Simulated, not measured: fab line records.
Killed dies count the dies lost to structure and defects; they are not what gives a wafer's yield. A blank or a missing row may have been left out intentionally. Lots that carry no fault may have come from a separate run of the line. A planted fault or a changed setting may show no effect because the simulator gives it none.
Which tool is to blame?	flow berkeleyCmos170	42 wafers from 14 lots sampled at 4 of the route's 331 steps

WHAT EACH GAUGE READ, for each wafer
UCB170_PFIELD_OVL_MEAS_06. Usual: for PFIELD_OVL the level is 3 nm and the standard deviation is 5.7.
lot	measured	on	PFIELD_OVL (nm)	flag
L715	day 4 12:04	overlay-02	-6 7 -3	
L716	day 4 18:58	overlay-01	0 5 6	
L717	day 4 18:50	overlay-02	7 3 5	
L720	day 5 09:31	overlay-01	-3 6 10	
L727	day 6 22:16	overlay-02	7 6 5	
L728	day 6 22:32	overlay-01	-3 0 7	
L729	day 7 05:55	overlay-01	3 3 -3	
L731	day 8 00:16	overlay-02	1 1 2	
L732	day 8 09:49	overlay-02	3 1 3	
L733	day 8 09:05	overlay-01	5 -6 -4	
L734	day 8 14:23	overlay-02	0 -5 4	
L735	day 8 23:56	overlay-02	12 4 4	
L737	day 9 00:43	overlay-02	-3 9 7	
L736	day 9 00:39	overlay-01	-2 -4 -4	

UCB170_SACOX_THK_MEAS_02. Usual: for SACOX_OXIDE_THK the level is 14.36 nm and the standard deviation is 0.3.
lot	measured	on	SACOX_OXIDE_THK (nm)	flag
L715	day 5 06:19	filmMetro-01	14.45 14.75 14.62	
L716	day 5 11:08	filmMetro-02	14.11 13.84 13.88	
L717	day 5 11:09	filmMetro-01	14.04 13.96 14.16	
L720	day 6 06:07	filmMetro-03	14.43 14.62 14.68	
L727	day 7 17:28	filmMetro-02	13.97 14.34 14.14	
L728	day 7 17:28	filmMetro-03	14.09 13.92 13.89	
L729	day 8 02:08	filmMetro-03	14.40 14.06 14.27	
L731	day 8 17:37	filmMetro-01	14.32 14.23 14.25	
L732	day 9 05:31	filmMetro-02	13.89 14.07 13.99	
L733	day 9 05:30	filmMetro-03	14.34 14.36 14.23	
L734	day 9 10:22	filmMetro-03	14.76 14.35 14.72	
L735	day 9 17:46	filmMetro-01	14.41 14.49 14.82	
L737	day 9 17:46	filmMetro-03	14.81 14.74 14.68	
L736	day 9 17:46	filmMetro-02	14.74 15.08 14.98	

WHAT TOOL EACH LOT RAN ON (gives the tool, then ch and the chambers of the sampled wafers, and finally the start)
lot	UCB170_PWELL_STRIP_16	UCB170_PFIELD_IMPLANT_07
L715	plasmaAsher-03 ch 0,1, day 3 02:32	implanter-01 ch 0, day 4 12:07
L716	plasmaAsher-01 ch 0,1, day 3 10:04	implanter-01 ch 0, day 4 18:59
L717	plasmaAsher-01 ch 0,1, day 3 10:11	implanter-04 ch 0, day 4 18:55
L720	plasmaAsher-01 ch 0,1, day 4 08:02	implanter-01 ch 0, day 5 09:34
L727	plasmaAsher-02 ch 0,1, day 5 16:43	implanter-04 ch 0, day 6 22:20
L728	plasmaAsher-02 ch 0, day 5 16:46	implanter-02 ch 0, day 6 22:35
L729	plasmaAsher-02 ch 0,1, day 5 22:20	implanter-04 ch 0, day 7 05:58
L731	plasmaAsher-03 ch 0,1, day 6 14:46	implanter-01 ch 0, day 8 00:19
L732	plasmaAsher-02 ch 0,1, day 7 00:32	implanter-01 ch 0, day 8 09:52
L733	plasmaAsher-03 ch 0,1, day 7 00:47	implanter-02 ch 0, day 8 09:07
L734	plasmaAsher-01 ch 0,1, day 7 09:52	implanter-02 ch 0, day 8 14:29
L735	plasmaAsher-01 ch 0,1, day 7 15:58	implanter-04 ch 0, day 8 23:58
L737	plasmaAsher-02 ch 0,1, day 7 18:20	implanter-02 ch 0, day 9 00:47
L736	plasmaAsher-01 ch 0,1, day 7 18:34	implanter-01 ch 0, day 9 00:41
- UCB170_PWELL_STRIP_16: strips in O2.
- UCB170_PFIELD_IMPLANT_07

WHAT THE TOOLS THEMSELVES READ (means of the sampled wafers that have a number; where no wafer has one, the mark that the record gives instead)
UCB170_PWELL_STRIP_16. Usual: drypumpMotorCurrentA 5.9 A, standard deviation 0.37; oesProductAu 0.721 a.u., standard deviation 0.0051; stripTimeToEndpointS 18.10 s, standard deviation 0.11.
lot	tool	drypumpMotorCurrentA (A)	oesProductAu (a.u.)	stripTimeToEndpointS (s)	flag
L715	plasmaAsher-03	6.0	0.722	18.03	
L716	plasmaAsher-01	5.5	0.721	18.13	
L717	plasmaAsher-01	5.8	0.719	18.00	
L720	plasmaAsher-01	5.7	0.718	18.19	
L727	plasmaAsher-02	5.7	0.727	18.02	
L728	plasmaAsher-02	6.3	0.715	18.15	
L729	plasmaAsher-02	6.0	0.726	17.92	
L731	plasmaAsher-03	6.1	0.716	18.21	
L732	plasmaAsher-02	6.0	0.718	17.97	
L733	plasmaAsher-03	6.0	0.722	18.30	
L734	plasmaAsher-01	5.8	0.722	18.03	
L735	plasmaAsher-01	5.8	0.724	18.17	
L737	plasmaAsher-02	6.0	0.719	17.99	
L736	plasmaAsher-01	5.5	0.720	18.02	

UCB170_PFIELD_IMPLANT_07. Usual: tiltDeg 6.999 degrees, standard deviation 0.022.
lot	tool	tiltDeg (degrees)	flag
L715	implanter-01	7.000	
L716	implanter-01	5.720	OFF
L717	implanter-04	7.016	
L720	implanter-01	5.712	OFF
L727	implanter-04	6.975	
L728	implanter-02	7.025	
L729	implanter-04	6.977	
L731	implanter-01	6.980	
L732	implanter-01	6.997	
L733	implanter-02	6.992	
L734	implanter-02	6.972	
L735	implanter-04	7.012	
L737	implanter-02	7.018	
L736	implanter-01	7.003	

THE ANSWER, worked out from the rows above alone
Rule: a lot is off if the mean of its wafers that have a number lies more than 3 standard deviations from the usual mean. Also off: a lot with no number at a reading for which 4 or more lots have one. The other lots that the step has rows for count as sound. First the gauges in route order, then the tools' own readings, where a lot's mean is used as printed above. The first step at which some lot is off is used, and at that step the reading that is off furthest; a lot without a number counts as furthest.
Off, at UCB170_PFIELD_IMPLANT_07 on tiltDeg: L716, L720.
A tool fits if, at that step or a process step before it, it ran every lot that is off, and no sound lot after the first of them. Not one of the candidates tried fits.

WHAT THE SIMULATOR HAD INSERTED
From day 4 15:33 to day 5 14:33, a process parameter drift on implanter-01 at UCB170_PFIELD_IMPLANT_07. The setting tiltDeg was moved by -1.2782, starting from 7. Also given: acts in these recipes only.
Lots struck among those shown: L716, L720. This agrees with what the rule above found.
